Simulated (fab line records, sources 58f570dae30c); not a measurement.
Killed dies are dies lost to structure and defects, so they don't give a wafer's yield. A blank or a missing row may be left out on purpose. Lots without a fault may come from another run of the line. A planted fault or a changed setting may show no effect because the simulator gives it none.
Which tool did it? | flow berkeley_cmos170 | 15 lots, 45 wafers sampled, at 4 steps of a route of 331

WHAT THE GAUGES READ, wafer by wafer
UCB170_NVT_TW_MEAS_09. Usual: NVT_TW 522, standard deviation 4.6.
lot  | measured     | on            | NVT_TW      | flag
L768 | day 4 16:37  | film_metro-01 | 521 515 518 |
L769 | day 5 09:02  | film_metro-04 | 526 526 525 |
L770 | day 5 09:19  | film_metro-01 | 512 511 512 |
L771 | day 5 13:42  | film_metro-02 | 529 530 531 |
L773 | day 6 04:08  | film_metro-02 | 529 528 525 |
L772 | day 6 04:52  | film_metro-04 | 522 522 520 |
L776 | day 7 06:40  | film_metro-04 | 649 644 648 | OFF
L781 | day 8 00:07  | film_metro-04 | 649 654 648 | OFF
L785 | day 8 22:35  | film_metro-02 | 653 652 653 | OFF
L786 | day 9 09:13  | film_metro-01 | 518 520 519 |
L787 | day 9 18:49  | film_metro-04 | 524 522 525 |
L788 | day 9 19:33  | film_metro-01 | 518 516 517 |
L789 | day 9 23:55  | film_metro-04 | 520 521 523 |
L790 | day 10 00:10 | film_metro-01 | 515 517 513 |
L791 | day 10 04:27 | film_metro-04 | 528 526 526 |

UCB170_NLDD_OVL_MEAS_07. Usual: NLDD_OVL 2 nm, standard deviation 5.4.
lot  | measured     | on         | NLDD_OVL (nm) | flag
L768 | day 5 11:25  | overlay-02 | -3 12 -7      |
L769 | day 6 05:25  | overlay-02 | 5 11 7        |
L770 | day 6 05:02  | overlay-01 | -7 -3 7       |
L771 | day 6 17:40  | overlay-02 | 3 8 2         |
L773 | day 6 21:52  | overlay-02 | -2 6 1        |
L772 | day 6 22:07  | overlay-01 | 7 10 9        |
L776 | day 8 14:32  | overlay-01 | 11 2 5        |
L781 | day 8 14:23  | overlay-02 | -6 -5 -3      |
L785 | day 9 15:52  | overlay-02 | 8 4 0         |
L786 | day 10 04:55 | overlay-01 | 9 0 -1        |
L787 | day 10 11:02 | overlay-02 | -5 -7 1       |
L788 | day 10 10:40 | overlay-01 | 0 4 2         |
L789 | day 10 16:12 | overlay-01 | 6 -3 0        |
L790 | day 10 16:04 | overlay-02 | -1 -7 -1      |
L791 | day 10 23:45 | overlay-02 | -1 7 2        |

UCB170_PSD_CD_MEAS_06: target cd 1200 nm. Usual: cd_nm 1199.9 nm, standard deviation 1.6.
lot  | measured     | on        | cd_nm (nm)           | flag
L768 | day 5 18:11  | cd_sem-01 | 1198.5 1199.7 1198.0 |
L769 | day 6 10:51  | cd_sem-01 | 1199.0 1199.6 1199.2 |
L770 | day 6 10:43  | cd_sem-01 | 1199.6 1201.0 1199.0 |
L771 | day 7 01:58  | cd_sem-02 | 1199.4 1201.2 1201.2 |
L773 | day 7 02:11  | cd_sem-01 | 1199.0 1199.4 1200.0 |
L772 | day 7 02:37  | cd_sem-01 | 1202.2 1201.9 1202.1 |
L776 | day 8 20:41  | cd_sem-02 | 1200.6 1201.8 1202.9 |
L781 | day 8 20:22  | cd_sem-01 | 1202.3 1203.1 1201.9 |
L785 | day 9 23:01  | cd_sem-02 | 1199.8 1198.6 1199.8 |
L786 | day 10 12:10 | cd_sem-02 | 1198.4 1198.7 1197.8 |
L787 | day 10 19:04 | cd_sem-01 | 1202.2 1200.1 1201.2 |
L788 | day 10 18:49 | cd_sem-02 | 1199.2 1199.6 1201.3 |
L789 | day 11 00:55 | cd_sem-01 | 1199.2 1199.2 1198.8 |
L790 | day 11 00:44 | cd_sem-01 | 1198.0 1198.1 1197.9 |
L791 | day 11 06:43 | cd_sem-02 | 1203.3 1204.2 1203.8 |

WHICH TOOL RAN EACH LOT (tool, then ch and the chambers of the sampled wafers, then the start)
lot  | UCB170_NVT_IMPLANT_07
L768 | implanter-03 ch 0, day 4 16:22
L769 | implanter-02 ch 0, day 5 08:49
L770 | implanter-04 ch 0, day 5 09:04
L771 | implanter-04 ch 0, day 5 13:30
L773 | implanter-03 ch 0, day 6 03:53
L772 | implanter-04 ch 0, day 6 04:38
L776 | implanter-04 ch 0, day 7 06:07
L781 | implanter-03 ch 0, day 7 23:36
L785 | implanter-02 ch 0, day 8 22:02
L786 | implanter-04 ch 0, day 9 08:58
L787 | implanter-04 ch 0, day 9 18:35
L788 | implanter-03 ch 0, day 9 19:19
L789 | implanter-04 ch 0, day 9 23:40
L790 | implanter-03 ch 0, day 9 23:56
L791 | implanter-03 ch 0, day 10 04:12
- UCB170_NVT_IMPLANT_07

WHAT THE TOOLS THEMSELVES READ (means of the sampled wafers that have a number; where no wafer has one, the mark that the record gives instead)
The record holds no such reading with a usual standard deviation.

THE ANSWER, worked out from the rows above alone
Rule: a lot is off if the mean of its wafers that have a number lies more than 3 standard deviations from the usual mean. A lot without any number at a reading at which 4 lots or more have one is off too. The other lots that the step has rows for count as sound. The gauges are gone through in route order, then the tools' own readings, and for those a lot's mean is taken as printed above. The first step at which some lot is off is used, and at that step the reading that is off furthest; a lot without a number counts as furthest.
Off: L776, L781, L785, at UCB170_NVT_TW_MEAS_09 (NVT_TW).
A tool fits if, at a process step before that reading, it ran every lot that is off, and no sound lot after the first of them. The gauges at UCB170_NVT_TW_MEAS_09 are tried like those tools. None of those tried fits.

WHAT THE SIMULATOR HAD PUT IN
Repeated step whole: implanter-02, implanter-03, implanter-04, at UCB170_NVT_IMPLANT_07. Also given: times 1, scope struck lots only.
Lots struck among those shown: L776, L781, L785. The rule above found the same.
